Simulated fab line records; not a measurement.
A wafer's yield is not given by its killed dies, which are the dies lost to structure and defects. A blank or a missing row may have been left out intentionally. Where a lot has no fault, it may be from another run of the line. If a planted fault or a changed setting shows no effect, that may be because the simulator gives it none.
Comparing a struck lot with a sound one -- flow rit_cmos -- 27 steps out of a route of 202
Sound: these wafers, L163.1, L163.3, L163.5. Struck: wafer L178.2. Last of all comes the cause.
Order at every step that has rows: each side's tool, ch and its chambers, its first start. Under that, the readings that differ: sound wafers -- struck wafers -- difference of the means -- sigmas: that difference in standard deviations of wafers without a fault.
alike: readings whose means differ by less than 2 such deviations, and words and numbers that are the same on both sides. not compared: withheld readings, readings that some wafer has no value for, bounds like >300 that may hide the same value, and numbers for which the record gives no deviation and whose values overlap.
The two part at a step that has a row with sigmas, a row that says differs or no value, or rows on one side only. Numbers that don't overlap but have no deviation are shown without sigmas and don't part them. A reading missing from all wafers of one side parts the sides only when that side holds two or more wafers.

first, 4 steps without rows for these wafers: RIT_CONTACT_SOFTBAKE_04 (time 60 s); RIT_CONTACT_EXPOSE_05 (exposes mask M11, target cd 1000 nm); RIT_CONTACT_PEB_06; RIT_CONTACT_DEVELOP_07 (develop time 120 s).
RIT_CONTACT_CD_MEAS_08: target cd 1000 nm.
  sound on cd_sem-02, day 3 14:51; struck on cd_sem-02, day 7 09:32
  alike: cd_nm
RIT_CONTACT_OVL_MEAS_09:
  sound on overlay-02, day 3 14:58; struck on overlay-02, day 7 09:38
  alike: CONTACT_OVL
then, 1 step without rows for these wafers: RIT_CONTACT_HARDBAKE_10 (time 60 s).
RIT_CONTACT_ETCH_11: etches SiO2 in CHF3/CF4/Ar, stops on TiSi2, target depth 480 nm, time 320 s.
  sound on rie_diel-02 ch 0,2, day 3 15:09; struck on rie_diel-04 ch 2, day 7 09:49
  alike: drypump_motor_current_A, oes_product_au, throttle_valve_pct
  not compared: rf_hours_counter_h
RIT_CONTACT_STRIP_12: strips in O2, time 180 s.
  sound on plasma_asher-03 ch 0,1, day 3 15:21; struck on plasma_asher-04 ch 1, day 7 10:01
  alike: drypump_motor_current_A, rf_refl_power_W
  not compared: rf_hours_counter_h
RIT_CONTACT_CD_MEAS_90: target cd 1000 nm.
  sound on cd_sem-02, day 3 15:31; struck on cd_sem-02, day 7 10:12
  alike: cd_nm
then, 2 steps without rows for these wafers: RIT_CONTACT_CLEAN_13 (cleans in SC1, time 600 s); RIT_CONTACT_CLEAN_14 (cleans in SC2, time 600 s).
RIT_M1_SPUTTER_00: material Al, target thk 400 nm, time 500 s.
  sound on pvd_sputter-01, day 3 15:59; struck on pvd_sputter-01, day 7 10:40
reading,sound,struck,difference,sigmas
model.Al_of_M1_SPUTTER_00.thk_nm (nm),389.3 391.2 389.6,212.1,-177.9,
  alike: throttle_valve_pct
RIT_M1_RS_MEAS_01: measures by four-point-probe.
  sound on film_metro-03, day 3 16:17; struck on film_metro-04, day 7 11:16
reading,sound,struck,difference,sigmas
M1_AL_RS (ohm/sq),0.0756 0.0751 0.0754,0.1422,+0.0668,+86
  not compared: hold
RIT_M1_THK_MEAS_02: measures by xrf.
  sound on film_metro-03, day 3 16:25; struck on film_metro-04, day 7 14:35
reading,sound,struck,difference,sigmas
M1_AL_THK (nm),391 389 389,211,-179,-43
  not compared: hold
then, 6 steps without rows for these wafers: RIT_M1_HMDS_03 (prime time 60 s); RIT_M1_COAT_04 (resist thk 1280 nm); RIT_M1_SOFTBAKE_05 (time 60 s); RIT_M1_EXPOSE_06 (exposes mask M12, target cd 2600 nm); RIT_M1_PEB_07; RIT_M1_DEVELOP_08 (develop time 68 s).
RIT_M1_CD_MEAS_09: target cd 2600 nm.
  sound on cd_sem-01, day 3 17:23; struck on cd_sem-02, day 7 15:32
  alike: cd_nm
RIT_M1_OVL_MEAS_10:
  sound on overlay-02, day 3 17:30; struck on overlay-02, day 7 15:39
  alike: M1_OVL
then, 1 step without rows for these wafers: RIT_M1_HARDBAKE_11 (time 120 s).
RIT_M1_METAL_ETCH_12: etches Al in Cl2/BCl3, stops on SiO2, time 165 s, target depth 600 nm.
  sound on rie_metal-04 ch 0,1, day 3 17:47; struck on rie_metal-04 ch 1, day 7 15:56
reading,sound,struck,difference,sigmas
oes_product_au (a.u.),0.775 0.782 0.762,0.580,-0.193,-18
  alike: drypump_motor_current_A, mfc_cl2_sccm, throttle_valve_pct
  not compared: rf_hours_counter_h
then, 1 step without rows for these wafers: RIT_M1_STRIP_13 (strips in nmp, time 600 s).
RIT_M1_PROBE_99:
  the record has rows for the sound wafers here (prober-02, day 3 20:03) and none for the struck ones

WHERE THEY PART
Earliest at RIT_M1_RS_MEAS_01; latest, in this record, at RIT_M1_PROBE_99.

WHY: what the simulator had put in
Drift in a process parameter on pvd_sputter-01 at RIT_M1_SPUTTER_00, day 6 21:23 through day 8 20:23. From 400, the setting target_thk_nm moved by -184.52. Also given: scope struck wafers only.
